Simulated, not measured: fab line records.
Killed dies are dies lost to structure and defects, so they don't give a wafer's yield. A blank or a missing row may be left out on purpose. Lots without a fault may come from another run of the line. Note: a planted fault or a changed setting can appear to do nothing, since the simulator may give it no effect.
A lot that was struck, set against a sound lot -- flow rit cmos -- 43 out of 202 route steps
Sound: these wafers, L570.1, L570.2, L570.5. Struck: wafers L581.3, L581.5. (L581.1 of the same lot was not struck and is left out.) The cause comes at the end.
For every step that has rows: the tool of each side, followed by ch and its chambers, followed by its first start. Under that, the readings that differ: sound wafers -- struck wafers -- difference of the means -- sigmas: that difference in standard deviations of wafers without a fault.
alike: readings with means less than 2 such deviations apart, plus words and numbers identical on both sides. not compared: withheld readings, readings lacking a value on some wafer, bounds such as >300 that could conceal the same value, and numbers that have no deviation in the record and whose values overlap.
Wherever a step has rows on one side only, a row that says differs or no value, or a row with sigmas, the two part there. When numbers do not overlap yet have no deviation, they are printed without sigmas and do not part them. Lack of a reading on every wafer of one side parts them only where that side has two or more wafers.

first, 1 step without rows for these wafers: RIT_SDANNEAL_RTA_03 (time 5 s).
RIT_SDANNEAL_RS_MEAS_04: uses a four-point probe to measure.
  sound: film metro-03 at day 4 14:38; struck: film metro-04 at day 6 22:04
  alike: PSD_RS
RIT_SDANNEAL_RS_MEAS_05: uses a four-point probe to measure.
  sound: film metro-03 at day 4 14:45; struck: film metro-04 at day 6 22:11
  alike: NSD_RS
RIT_SDANNEAL_RS_MEAS_06: uses a four-point probe to measure.
  sound: film metro-03 at day 4 14:52; struck: film metro-04 at day 6 22:19
  alike: PLDD_RS
RIT_SDANNEAL_RS_MEAS_07: uses a four-point probe to measure.
  sound: film metro-03 at day 4 14:59; struck: film metro-04 at day 6 22:26
  alike: NLDD_RS
then, 1 step without rows for these wafers: RIT_SILICIDE_WET_ETCH_00 (etches SiO2 in BOE, target depth 14 nm, time 15 s).
RIT_SILICIDE_SPUTTER_01: material Ti, target thk 30 nm, time 240 s.
  sound: pvd sputter-03 at day 4 15:07; struck: pvd sputter-04 at day 6 22:34
  alike: throttle valve pct
RIT_SILICIDE_RS_MEAS_02: uses a four-point probe to measure.
  sound: film metro-04 at day 4 15:16; struck: film metro-01 at day 6 22:43
  alike: SILICIDE_TI_RS
RIT_SILICIDE_THK_MEAS_03: measures by xrf.
  sound: film metro-04 at day 4 15:23; struck: film metro-01 at day 6 22:50
  alike: SILICIDE_TI_THK
RIT_SILICIDE_RTA_04: time 10 s, ramp up 5 s, ramp down 5 s.
  sound on rtp anneal-01 ch 0, day 4 15:27; struck on rtp anneal-02 ch 0, day 6 22:53
  alike: chamber o2 ppm, wafer_temp_C_max
then, 1 step without rows for these wafers: RIT_SILICIDE_WET_ETCH_05 (etches Ti in SPM, time 120 s).
RIT_SILICIDE_RTA_06: time 10 s, ramp up 5 s, ramp down 10 s.
  sound on rtp anneal-02 ch 0, day 4 15:34; struck on rtp anneal-01 ch 0, day 6 23:01
  alike: chamber o2 ppm, wafer_temp_C_max
RIT_CONTACT_CVD_00: deposits SiO2 from TEOS, target thk 400 nm, time 61 s.
  sound on pecvd-01 ch 1,2, day 4 15:38; struck on pecvd-01 ch 2, day 6 23:04
reading,sound,struck,difference,sigmas
run length s (s),88.5 88.3 88.2,75.7 75.8,-12.6,-22
model.SiO2_of_CONTACT_CVD_00.thk nm (nm),397.6 401.7 408.1,314.8 322.4,-83.9,
  alike: heater power w
RIT_CONTACT_THK_MEAS_01:
  sound: film metro-01 at day 4 15:41; struck: film metro-02 at day 6 23:07
reading,sound,struck,difference,sigmas
CONTACT_TEOS_THK (nm),397 402 408,315 322,-84,-17
then, 6 steps without rows for these wafers: RIT_CONTACT_HMDS_02 (prime time 60 s); RIT_CONTACT_COAT_03 (resist thk 981 nm); RIT_CONTACT_SOFTBAKE_04 (time 60 s); RIT_CONTACT_EXPOSE_05 (exposes mask M11, target cd 1000 nm); RIT_CONTACT_PEB_06; RIT_CONTACT_DEVELOP_07 (develop time 120 s).
RIT_CONTACT_CD_MEAS_08: the cd target is 1000 nm.
  sound: cd sem-01 at day 4 16:42; struck: cd sem-02 at day 7 00:17
  alike: cd nm
RIT_CONTACT_OVL_MEAS_09:
  sound: overlay-01 at day 4 16:49; struck: overlay-02 at day 7 00:24
reading,sound,struck,difference,sigmas
CONTACT_OVL (nm),-1.8 -1.7 -1.3,2.1 1.5,+3.4,+2
then, 1 step without rows for these wafers: RIT_CONTACT_HARDBAKE_10 (time 60 s).
RIT_CONTACT_ETCH_11: etches SiO2 in CHF3/CF4/Ar, stops on TiSi2, target depth 480 nm, time 320 s.
  sound on rie diel-01 ch 0,1,2, day 4 17:01; struck on rie diel-01 ch 0,1, day 7 00:35
reading,sound,struck,difference,sigmas
model.CONTACT.feature depth nm (nm),397.6 401.7 408.1,314.8 322.4,-83.9,
model.etch.depth nm (nm),397.6 401.7 408.1,314.8 322.4,-83.9,
  alike: chamber pressure mTorr, drypump motor current A, oes product au, throttle valve pct
  not compared: rf hours counter h
RIT_CONTACT_STRIP_12: strips in O2, time 180 s.
  sound on plasma asher-01 ch 0,1, day 4 17:12; struck on plasma asher-02 ch 0, day 7 00:47
  alike: chamber pressure mTorr, drypump motor current A
  not compared: rf hours counter h
RIT_CONTACT_CD_MEAS_90: the cd target is 1000 nm.
  sound: cd sem-01 at day 4 17:23; struck: cd sem-01 at day 7 00:57
  alike: cd nm
then, 2 steps without rows for these wafers: RIT_CONTACT_CLEAN_13 (cleans in SC1, time 600 s); RIT_CONTACT_CLEAN_14 (cleans in SC2, time 600 s).
RIT_M1_SPUTTER_00: material Al, target thk 400 nm, time 500 s.
  sound: pvd sputter-02 at day 4 17:51; struck: pvd sputter-02 at day 7 01:29
  alike: throttle valve pct
RIT_M1_RS_MEAS_01: uses a four-point probe to measure.
  sound: film metro-03 at day 4 18:08; struck: film metro-04 at day 7 01:47
  alike: M1_AL_RS
RIT_M1_THK_MEAS_02: measures by xrf.
  sound: film metro-03 at day 4 18:16; struck: film metro-04 at day 7 01:54
reading,sound,struck,difference,sigmas
M1_AL_THK (nm),411 421 418,425 427,+9,+2
then, 6 steps without rows for these wafers: RIT_M1_HMDS_03 (prime time 61.49 s); RIT_M1_COAT_04 (resist thk 1300 nm); RIT_M1_SOFTBAKE_05 (time 60 s); RIT_M1_EXPOSE_06 (exposes mask M12, target cd 2600 nm); RIT_M1_PEB_07; RIT_M1_DEVELOP_08 (develop time 68 s).
RIT_M1_CD_MEAS_09: the cd target is 2600 nm.
  sound: cd sem-01 at day 4 19:22; struck: cd sem-02 at day 7 03:00
reading,sound,struck,difference,sigmas
cd nm (nm),2596.4 2598.3 2597.9,2607.0 2602.7,+7.3,+3
RIT_M1_OVL_MEAS_10:
  sound: overlay-02 at day 4 19:29; struck: overlay-01 at day 7 03:07
  alike: M1_OVL
then, 1 step without rows for these wafers: RIT_M1_HARDBAKE_11 (time 120 s).
RIT_M1_METAL_ETCH_12: etches Al in Cl2/BCl3, stops on SiO2, time 165 s, target depth 600 nm.
  sound on rie metal-04 ch 0,1, day 4 19:47; struck on rie metal-04 ch 0, day 7 03:25
reading,sound,struck,difference,sigmas
model.SiO2_of_CONTACT_CVD_00.thk nm (nm),361.2 365.2 371.9,278.4 286.2,-83.8,
  alike: chamber pressure mTorr, drypump motor current A, oes product au, throttle valve pct
  not compared: rf hours counter h
then, 1 step without rows for these wafers: RIT_M1_STRIP_13 (strips in nmp, time 600 s).
RIT_M1_PROBE_99:
  sound: prober-01 at day 4 22:02; struck: prober-02 at day 7 05:46
reading,sound,struck,difference,sigmas
model.etest.field p metal.vt v (V),-27.97 -28.47 -28.69,-25.72 -26.35,+2.34,
model.etest.nmos_0p15.junction log10 a um,-13.57 -13.59 -13.56,-12.94 -12.9,+0.65,
model.etest.nmos narrow.off log10 a um,-13.09 -13.18 -13.18,-12.72 -12.71,+0.44,
model.etest.nmos_0p3.off log10 a um,-13.02 -13.02 -12.97,-12.66 -12.66,+0.34,
model.etest.pmos_0p15.junction log10 a um,-13.76 -13.86 -13.79,-13.64 -13.61,+0.18,
model.etest.antenna contact.vt shift v (V),-0.01528 -0.007783 -0.007606,-0.01826 -0.02466,-0.01124,
  alike: killed at front end, killed dies, killed open, killed short

WHERE THEY PART
First at RIT_CONTACT_CVD_00; last, within this record, at RIT_M1_CD_MEAS_09. Later steps at which nothing parts them and some readings are alike: RIT_M1_OVL_MEAS_10, RIT_M1_METAL_ETCH_12, RIT_M1_PROBE_99.

WHY: what the simulator had put in
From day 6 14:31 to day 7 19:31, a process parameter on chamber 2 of pecvd-01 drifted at RIT_CONTACT_CVD_00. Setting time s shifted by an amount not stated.
